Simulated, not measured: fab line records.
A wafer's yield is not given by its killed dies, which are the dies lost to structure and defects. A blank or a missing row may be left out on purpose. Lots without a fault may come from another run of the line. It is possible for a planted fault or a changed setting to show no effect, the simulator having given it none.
Problem report in the 8D (eight disciplines) form, filled by code :: flow berkeley cmos170 :: the parts of the form that need people (team, actions taken, sign-off) are left out

1. WHAT WENT WRONG
Across 9 wafers from 3 lots, NVT_TW at UCB170_NVT_TW_MEAS_09 averages 565, while fault-free wafers read 524 with a standard deviation of 5.4. That is +7.6 standard deviations from the usual mean.
First seen on wafer L240.3, day 9 06:50, on film metro-01. Wafers with a number at this step in the record: 45, from 15 lots. By rule, "out" or "out of limits" means more than 4 standard deviations away from the usual mean. All remaining wafers that have a number are taken as sound.

2. WHAT THIS IS AND IS NOT
question: which readings at this step
is: NVT_TW
is not: -

question: which lots
is: L240, L242, L244
is not: L226, L228, L229, L231, L234, L236, L237, L239, L243, L246, L247, L248

question: which wafers of those lots
is: all that have a number
is not: -

question: read on which gauges
is: film metro-01, film metro-03
is not: film metro-04

question: when
is: from day 9 06:50
is not: up to then (24 sound wafers); but 12 sound wafers of L243, L246, L247, L248 came after

3. SUSPECTS, AND WHAT RULES EACH OUT
Counting: a tool at any process step up to the reading remains a suspect when it ran all the lots that are out and ran no sound lot after the first of those.
- ruled out: the gauge at UCB170_NVT_TW_MEAS_09. 2 gauges (film metro-01, film metro-03) read the wafers that are out.
- implanter-03 at UCB170_NVT_IMPLANT_07: kept. All lots that are out passed through it, beginning with L240 at day 9 06:37, and no sound lot followed; its final sound lot before that point was L237 at day 8 20:05. Its own dose ions cm2, faraday current uA readings are out on those wafers.
Remaining after the count: implanter-03 at UCB170_NVT_IMPLANT_07.

4. THE CAUSE (what the simulator had put in)
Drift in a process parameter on implanter-03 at UCB170_NVT_IMPLANT_07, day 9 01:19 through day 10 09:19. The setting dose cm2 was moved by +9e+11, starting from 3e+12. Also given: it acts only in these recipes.
This tool alone remained once counting was done.

5. THE EFFECT CHAIN, in route order
One row per reading whose mean, taken over the struck wafers that have a number, lies over 3 standard deviations from the usual. Only readings for which the record gives a usual standard deviation are gone through. hours: the time from each lot's start at the first step in this table that gives one to its start at this step, as a median over the lots. sigmas: the change in usual standard deviations.
hours: 0
step: UCB170_NVT_IMPLANT_07
reading: dose ions cm2
usual: 3e+12
on struck wafers: 4e+12
change: +9e+11
sigmas: +99 or more

hours: 0
step: UCB170_NVT_IMPLANT_07
reading: faraday current uA
usual: 9.53
on struck wafers: 12.50
change: +2.97
sigmas: +17

hours: 0
step: UCB170_NVT_TW_MEAS_09
reading: NVT_TW
usual: 524
on struck wafers: 565
change: +41
sigmas: +7.6
Here are the process steps it includes:
- UCB170_NVT_IMPLANT_07
Later steps that measure or inspect, where all struck wafers having a row at the step show a number for every such reading and not one has moved that far: UCB170_PVT_OVL_MEAS_06.

6. WHAT WOULD HAVE CAUGHT IT SOONER
6 hours passed between the start of the fault at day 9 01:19 and the first reading out of limits at a measuring or inspecting step in this record, taken at day 9 06:50.
The tool's own readings at UCB170_NVT_IMPLANT_07 were out on every struck wafer that the step has a row for (dose ions cm2, faraday current uA): an alarm limit on them would have fired on the first of those.
Lots out: 3; of these, L242, L244 started UCB170_NVT_IMPLANT_07 on implanter-03 after day 9 06:50. A hold on the tool at that time would have spared those 2.
